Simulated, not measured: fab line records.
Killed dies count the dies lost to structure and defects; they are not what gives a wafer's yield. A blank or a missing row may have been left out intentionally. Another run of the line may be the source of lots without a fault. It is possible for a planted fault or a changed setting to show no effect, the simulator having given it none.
Split-lot trial ; flow rit-cmos ; 5 lots, 23 wafers read, on a route of 202 steps

THE SPLIT
At RIT_PRETRO_COAT_01 (resist thk 1300 nm), the setting resist-thk-nm was moved away from the recipe's 1300 nm on 8 of the 23 wafers read, by -4.2% to +5.0%. All remaining wafers had this setting at the recipe value.

FROM THE SPLIT TO THE READING: what the file shows between them, 3 steps
- RIT_PRETRO_SOFTBAKE_02: time 60 s
- RIT_PRETRO_EXPOSE_03: exposes mask M5, target cd 43700 nm
- RIT_PRETRO_DEVELOP_05: develop time 68 s

THE READING
NOVOLAK_of_PRETRO_COAT_01.thk-nm (the simulator's own value, which no gauge read), in nm, at RIT_PRETRO_HARDBAKE_07 (time 120 s). No usual value for it is given in the file. Across the 15 wafers here that went through the recipe, the average is 1136 nm and the standard deviation 3.4 nm.

wafer;tool, chamber at the split;resist-thk-nm as run, nm;against the recipe;NOVOLAK_of_PRETRO_COAT_01.thk-nm, nm;against lot-mates on the recipe
L076.1;litho-track-03, 0;1300;recipe;1135;-
L076.3;litho-track-03, 0;1300;recipe;1138;-
L076.6;litho-track-03, 0;1300;recipe;1140;-
L078.1;litho-track-03, 0;1300;recipe;1140;-
L078.2;litho-track-03, 0;1300;recipe;1140;-
L078.3;litho-track-03, 0;1300;recipe;1138;-
L078.4;litho-track-03, 0;1300;recipe;1138;-
L078.5;litho-track-03, 0;1300;recipe;1142;-
L080.2;litho-track-01, 0;1365;+5.0%;1190;+59
L080.3;litho-track-01, 0;1300;recipe;1130;-
L080.4;litho-track-01, 0;1365;+5.0%;1185;+54
L080.5;litho-track-01, 0;1365;+5.0%;1187;+56
L080.6;litho-track-01, 0;1300;recipe;1132;-
L082.1;litho-track-01, 0;1321;+1.6%;1153;+20
L082.2;litho-track-01, 0;1300;recipe;1133;-
L082.4;litho-track-01, 0;1300;recipe;1133;-
L082.5;litho-track-01, 0;1321;+1.6%;1152;+19
L082.6;litho-track-01, 0;1321;+1.6%;1150;+17
L084.1;litho-track-01, 0;1300;recipe;1135;-
L084.4;litho-track-01, 0;1300;recipe;1135;-
L084.3;litho-track-01, 0;1245;-4.2%;1086;-50
L084.5;litho-track-01, 0;1245;-4.2%;1087;-49
L084.6;litho-track-01, 0;1300;recipe;1138;-

FIT RESULTS
A straight line over all 23 wafers: NOVOLAK_of_PRETRO_COAT_01.thk-nm changes by +10.7 nm for each +1% of resist-thk-nm; r = +0.99; the points scatter about the line by 3.4 nm.
The same after taking each lot's own level away (the mean of its wafers on the recipe; 23 wafers): +11.4 nm for each +1%; r = +1.00; scatter 1.6 nm.
That fit puts the effect of the largest move of resist-thk-nm on the reading at 57 nm.
The lots' own levels span 1131.0 to 1139.6 nm, that is 2.6 times the standard deviation above.
The two slopes are in agreement: the lot-to-lot level therefore moves the slope only a little.
Check: for one of the wafers moved furthest among these (+5.0%), held out of the fit, the line's prediction against its lot-mates is +56.4 nm. Against them it came out at +59 nm.

OTHER SPLITS ON THESE WAFERS
Note: prior to the reading, these wafers also went through further splits. Each is held against what the fit with the lots' levels taken away leaves over:
other split on the same wafers;wafers away from the commonest value;r with NOVOLAK_of_PRETRO_COAT_01.thk-nm (lot level and that fit taken away)
RIT_ACTIVE_OXIDATION_01 temp-c;10;-0.13
RIT_ACTIVE_EXPOSE_08 dose-mj;8;+0.00
RIT_ACTIVE_ETCH_13 pressure-mtorr;18;-0.03
RIT_NWELL_IMPLANT_08 energy-kev;6;+0.03
RIT_PWELL_IMPLANT_08 dose-cm2;8;+0.15

THE WHOLE CHAIN: every reading that the file lists as answering this split, in the file's order
step;what it does;reading;change (the file's fit);r (the file's)
RIT_PRETRO_COAT_01;resist thk 1300 nm;NOVOLAK_of_PRETRO_COAT_01.thk-nm (the simulator's own value, which no gauge read);+13.3 nm for each +1% of the setting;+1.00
RIT_PRETRO_HARDBAKE_07;time 120 s;NOVOLAK_of_PRETRO_COAT_01.thk-nm (the simulator's own value, which no gauge read);+11.5 nm for each +1% of the setting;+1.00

THE FILE'S OWN FIT
NOVOLAK_of_PRETRO_COAT_01.thk-nm changes by +11.5 nm for each +1% of resist-thk-nm, r = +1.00.
